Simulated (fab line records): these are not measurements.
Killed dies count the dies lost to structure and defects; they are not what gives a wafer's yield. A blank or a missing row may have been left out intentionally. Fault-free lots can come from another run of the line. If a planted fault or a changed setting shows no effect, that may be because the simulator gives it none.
Which tool is to blame? || flow rit-cmos || Sampling: 13 lots, 39 wafers, 5 of 202 route steps

WHAT EACH GAUGE READ, for each wafer
RIT_WELLDRIVE_RS_MEAS_01: measures by four-point-probe. Usual: NWELL_RS typically reads 275.4 ohm/sq, with standard deviation 0.81.
{"lot": "L158", "measured": "day 2 04:05", "on": "film-metro-01", "NWELL_RS (ohm/sq)": "274.6 274.5 274.4", "flag": ""}
{"lot": "L160", "measured": "day 2 14:38", "on": "film-metro-01", "NWELL_RS (ohm/sq)": "274.3 274.7 274.0", "flag": ""}
{"lot": "L161", "measured": "day 2 18:59", "on": "film-metro-03", "NWELL_RS (ohm/sq)": "276.5 276.0 275.6", "flag": ""}
{"lot": "L164", "measured": "day 3 11:20", "on": "film-metro-01", "NWELL_RS (ohm/sq)": "275.1 274.5 275.1", "flag": ""}
{"lot": "L166", "measured": "day 3 19:53", "on": "film-metro-02", "NWELL_RS (ohm/sq)": "275.8 275.7 274.8", "flag": ""}
{"lot": "L167", "measured": "day 4 00:52", "on": "film-metro-01", "NWELL_RS (ohm/sq)": "275.9 275.6 276.7", "flag": ""}
{"lot": "L168", "measured": "day 4 05:55", "on": "film-metro-02", "NWELL_RS (ohm/sq)": "275.3 274.5 275.5", "flag": ""}
{"lot": "L170", "measured": "day 4 16:43", "on": "film-metro-03", "NWELL_RS (ohm/sq)": "276.1 276.4 276.2", "flag": ""}
{"lot": "L172", "measured": "day 5 03:30", "on": "film-metro-01", "NWELL_RS (ohm/sq)": "275.1 275.1 275.5", "flag": ""}
{"lot": "L176", "measured": "day 5 22:47", "on": "film-metro-01", "NWELL_RS (ohm/sq)": "275.0 275.2 276.1", "flag": ""}
{"lot": "L177", "measured": "day 6 03:48", "on": "film-metro-01", "NWELL_RS (ohm/sq)": "274.5 274.1 273.5", "flag": ""}
{"lot": "L179", "measured": "day 6 13:30", "on": "film-metro-01", "NWELL_RS (ohm/sq)": "275.8 275.9 275.4", "flag": ""}
{"lot": "L180", "measured": "day 6 18:44", "on": "film-metro-01", "NWELL_RS (ohm/sq)": "275.5 276.0 275.7", "flag": ""}

RIT_PRETRO_TW_MEAS_10. Usual: PRETRO_TW typically reads 472, with standard deviation 3.6.
{"lot": "L158", "measured": "day 2 07:41", "on": "film-metro-04", "PRETRO_TW": "471 469 471", "flag": ""}
{"lot": "L160", "measured": "day 2 18:02", "on": "film-metro-04", "PRETRO_TW": "469 469 468", "flag": ""}
{"lot": "L161", "measured": "day 2 22:25", "on": "film-metro-04", "PRETRO_TW": "471 470 471", "flag": ""}
{"lot": "L164", "measured": "day 3 14:52", "on": "film-metro-02", "PRETRO_TW": "470 472 469", "flag": ""}
{"lot": "L166", "measured": "day 3 23:17", "on": "film-metro-04", "PRETRO_TW": "475 471 469", "flag": ""}
{"lot": "L167", "measured": "day 4 04:08", "on": "film-metro-04", "PRETRO_TW": "477 475 477", "flag": ""}
{"lot": "L168", "measured": "day 4 09:25", "on": "film-metro-01", "PRETRO_TW": "475 478 479", "flag": ""}
{"lot": "L170", "measured": "day 4 20:06", "on": "film-metro-01", "PRETRO_TW": "478 476 477", "flag": ""}
{"lot": "L172", "measured": "day 5 07:02", "on": "film-metro-01", "PRETRO_TW": "477 479 476", "flag": ""}
{"lot": "L176", "measured": "day 6 02:11", "on": "film-metro-01", "PRETRO_TW": "467 471 469", "flag": ""}
{"lot": "L177", "measured": "day 6 07:05", "on": "film-metro-01", "PRETRO_TW": "473 473 470", "flag": ""}
{"lot": "L179", "measured": "day 6 16:56", "on": "film-metro-02", "PRETRO_TW": "467 463 469", "flag": ""}
{"lot": "L180", "measured": "day 6 22:08", "on": "film-metro-01", "PRETRO_TW": "470 469 471", "flag": ""}

RIT_M1_CD_MEAS_09: target cd 2600 nm. Usual: cd-nm reads 2600.6 nm (standard deviation 2.5).
{"lot": "L158", "measured": "day 3 06:34", "on": "cd-sem-01", "cd-nm (nm)": "2602.0 2602.3 2601.7", "flag": ""}
{"lot": "L160", "measured": "day 3 16:41", "on": "cd-sem-02", "cd-nm (nm)": "2598.1 2598.5 2596.9", "flag": ""}
{"lot": "L161", "measured": "day 3 21:21", "on": "cd-sem-01", "cd-nm (nm)": "2598.8 2596.0 2598.9", "flag": ""}
{"lot": "L164", "measured": "day 4 13:58", "on": "cd-sem-01", "cd-nm (nm)": "2596.2 2595.7 2595.7", "flag": ""}
{"lot": "L166", "measured": "day 4 21:47", "on": "cd-sem-02", "cd-nm (nm)": "2599.5 2601.0 2601.0", "flag": ""}
{"lot": "L167", "measured": "day 5 03:55", "on": "cd-sem-01", "cd-nm (nm)": "2601.0 2601.7 2601.1", "flag": ""}
{"lot": "L168", "measured": "day 5 08:23", "on": "cd-sem-02", "cd-nm (nm)": "2599.9 2602.7 2602.7", "flag": ""}
{"lot": "L170", "measured": "day 5 19:29", "on": "cd-sem-02", "cd-nm (nm)": "2602.6 2599.4 2598.8", "flag": ""}
{"lot": "L172", "measured": "day 6 08:08", "on": "cd-sem-01", "cd-nm (nm)": "2607.3 2606.6 2607.9", "flag": ""}
{"lot": "L176", "measured": "day 7 01:26", "on": "cd-sem-02", "cd-nm (nm)": "2603.7 2602.8 2603.2", "flag": ""}
{"lot": "L177", "measured": "day 7 05:41", "on": "cd-sem-02", "cd-nm (nm)": "2597.6 2599.4 2598.9", "flag": ""}
{"lot": "L179", "measured": "day 7 15:01", "on": "cd-sem-02", "cd-nm (nm)": "2602.4 2601.3 2601.4", "flag": ""}
{"lot": "L180", "measured": "day 7 20:24", "on": "cd-sem-02", "cd-nm (nm)": "2600.6 2599.3 2600.4", "flag": ""}

WHICH TOOL RAN EACH LOT (tool, then ch and the chambers of the sampled wafers, then the start)
{"lot": "L158", "RIT_ACTIVE_STRIP_14": "plasma-asher-02 ch 0,1, day 1 15:04", "RIT_M1_DEVELOP_08": "litho-track-02 ch 0, day 3 06:00"}
{"lot": "L160", "RIT_ACTIVE_STRIP_14": "plasma-asher-03 ch 0,1, day 2 01:45", "RIT_M1_DEVELOP_08": "litho-track-04 ch 0, day 3 16:00"}
{"lot": "L161", "RIT_ACTIVE_STRIP_14": "plasma-asher-04 ch 0,1, day 2 05:58", "RIT_M1_DEVELOP_08": "litho-track-03 ch 0, day 3 21:00"}
{"lot": "L164", "RIT_ACTIVE_STRIP_14": "plasma-asher-03 ch 0,1, day 2 21:17", "RIT_M1_DEVELOP_08": "litho-track-02 ch 0, day 4 13:00"}
{"lot": "L166", "RIT_ACTIVE_STRIP_14": "plasma-asher-02 ch 0,1, day 3 06:58", "RIT_M1_DEVELOP_08": "litho-track-03 ch 0, day 4 21:00"}
{"lot": "L167", "RIT_ACTIVE_STRIP_14": "plasma-asher-02 ch 0,1, day 3 12:02", "RIT_M1_DEVELOP_08": "litho-track-02 ch 0, day 5 03:00"}
{"lot": "L168", "RIT_ACTIVE_STRIP_14": "plasma-asher-03 ch 0,1, day 3 16:50", "RIT_M1_DEVELOP_08": "litho-track-04 ch 0, day 5 08:00"}
{"lot": "L170", "RIT_ACTIVE_STRIP_14": "plasma-asher-02 ch 0,1, day 4 02:54", "RIT_M1_DEVELOP_08": "litho-track-04 ch 0, day 5 19:00"}
{"lot": "L172", "RIT_ACTIVE_STRIP_14": "plasma-asher-04 ch 0,1, day 4 14:15", "RIT_M1_DEVELOP_08": "litho-track-04 ch 0, day 6 07:00"}
{"lot": "L176", "RIT_ACTIVE_STRIP_14": "plasma-asher-02 ch 0,1, day 5 08:59", "RIT_M1_DEVELOP_08": "litho-track-03 ch 0, day 7 01:00"}
{"lot": "L177", "RIT_ACTIVE_STRIP_14": "plasma-asher-04 ch 0,1, day 5 13:51", "RIT_M1_DEVELOP_08": "litho-track-02 ch 0, day 7 05:00"}
{"lot": "L179", "RIT_ACTIVE_STRIP_14": "plasma-asher-03 ch 0,1, day 6 00:41", "RIT_M1_DEVELOP_08": "litho-track-02 ch 0, day 7 14:00"}
{"lot": "L180", "RIT_ACTIVE_STRIP_14": "plasma-asher-02 ch 0,1, day 6 05:41", "RIT_M1_DEVELOP_08": "litho-track-02 ch 0, day 7 20:00"}
- RIT_ACTIVE_STRIP_14: strips in O2, time 180 s.
- RIT_M1_DEVELOP_08: develop time 68 s.

WHAT THE TOOLS THEMSELVES READ (means of the sampled wafers that have a number; where no wafer has one, the mark that the record gives instead)
RIT_ACTIVE_STRIP_14. Usual: drypump-motor-current-A reads 5.6 A (standard deviation 0.37).
{"lot": "L158", "tool": "plasma-asher-02", "drypump-motor-current-A (A)": 5.8, "flag": ""}
{"lot": "L160", "tool": "plasma-asher-03", "drypump-motor-current-A (A)": 5.7, "flag": ""}
{"lot": "L161", "tool": "plasma-asher-04", "drypump-motor-current-A (A)": 5.4, "flag": ""}
{"lot": "L164", "tool": "plasma-asher-03", "drypump-motor-current-A (A)": 5.9, "flag": ""}
{"lot": "L166", "tool": "plasma-asher-02", "drypump-motor-current-A (A)": 5.9, "flag": ""}
{"lot": "L167", "tool": "plasma-asher-02", "drypump-motor-current-A (A)": 5.9, "flag": ""}
{"lot": "L168", "tool": "plasma-asher-03", "drypump-motor-current-A (A)": 5.9, "flag": ""}
{"lot": "L170", "tool": "plasma-asher-02", "drypump-motor-current-A (A)": 5.8, "flag": ""}
{"lot": "L172", "tool": "plasma-asher-04", "drypump-motor-current-A (A)": 5.4, "flag": ""}
{"lot": "L176", "tool": "plasma-asher-02", "drypump-motor-current-A (A)": 5.9, "flag": ""}
{"lot": "L177", "tool": "plasma-asher-04", "drypump-motor-current-A (A)": 5.4, "flag": ""}
{"lot": "L179", "tool": "plasma-asher-03", "drypump-motor-current-A (A)": 5.9, "flag": ""}
{"lot": "L180", "tool": "plasma-asher-02", "drypump-motor-current-A (A)": 5.9, "flag": ""}

RIT_M1_DEVELOP_08. Usual: developer-temp-C 23.05 C, standard deviation 0.11; exhaust-pa 44.9 Pa, standard deviation 0.89.
{"lot": "L158", "tool": "litho-track-02", "developer-temp-C (C)": 23.09, "exhaust-pa (Pa)": 44.6, "flag": ""}
{"lot": "L160", "tool": "litho-track-04", "developer-temp-C (C)": 22.98, "exhaust-pa (Pa)": 45.2, "flag": ""}
{"lot": "L161", "tool": "litho-track-03", "developer-temp-C (C)": 23.05, "exhaust-pa (Pa)": 45.4, "flag": ""}
{"lot": "L164", "tool": "litho-track-02", "developer-temp-C (C)": 23.13, "exhaust-pa (Pa)": 45.0, "flag": ""}
{"lot": "L166", "tool": "litho-track-03", "developer-temp-C (C)": 23.20, "exhaust-pa (Pa)": 45.7, "flag": ""}
{"lot": "L167", "tool": "litho-track-02", "developer-temp-C (C)": 23.15, "exhaust-pa (Pa)": 46.0, "flag": ""}
{"lot": "L168", "tool": "litho-track-04", "developer-temp-C (C)": 22.93, "exhaust-pa (Pa)": 43.9, "flag": ""}
{"lot": "L170", "tool": "litho-track-04", "developer-temp-C (C)": 23.13, "exhaust-pa (Pa)": 45.9, "flag": ""}
{"lot": "L172", "tool": "litho-track-04", "developer-temp-C (C)": 25.27, "exhaust-pa (Pa)": 43.7, "flag": "OFF"}
{"lot": "L176", "tool": "litho-track-03", "developer-temp-C (C)": 23.04, "exhaust-pa (Pa)": 45.1, "flag": ""}
{"lot": "L177", "tool": "litho-track-02", "developer-temp-C (C)": 23.15, "exhaust-pa (Pa)": 45.3, "flag": ""}
{"lot": "L179", "tool": "litho-track-02", "developer-temp-C (C)": 22.99, "exhaust-pa (Pa)": 45.4, "flag": ""}
{"lot": "L180", "tool": "litho-track-02", "developer-temp-C (C)": 23.09, "exhaust-pa (Pa)": 45.2, "flag": ""}

THE ANSWER, worked out from the rows above alone
Rule: take the mean of a lot's wafers that have a number; if it is more than 3 standard deviations from the usual mean, the lot is off. Also off: a lot with no number at a reading for which 4 or more lots have one. Any other lot the step has rows for is counted as sound. Order of review: gauges by route order, followed by the tools' own readings, for which a lot's mean as printed above is used. The first step at which some lot is off is used, and at that step the reading that is off furthest; a lot without a number counts as furthest.
Off: L172, at RIT_M1_DEVELOP_08 (developer-temp-C).
If a tool, at that step or one of the process steps before it, ran each lot that is off and ran no sound lot following the first of them, it fits. One candidate fits, namely litho-track-04 at RIT_M1_DEVELOP_08. A fault onset in the window from L170 (day 5 19:00, its last sound lot) to L172 (day 6 07:00, its first lot off) fits.
On the lots that are off, the tool's own readings at RIT_M1_DEVELOP_08 differ by more than 5 times the standard deviation of the sound lots' means, which bears it out; developer-temp-C reads 25.27 C there versus 23.08 C on the sound lots.

WHAT THE SIMULATOR PUT IN
Process parameter drift: litho-track-04, from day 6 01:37 on, at RIT_M1_DEVELOP_08. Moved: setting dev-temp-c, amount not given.
Struck lots among those shown: L172. The rule above found the same.
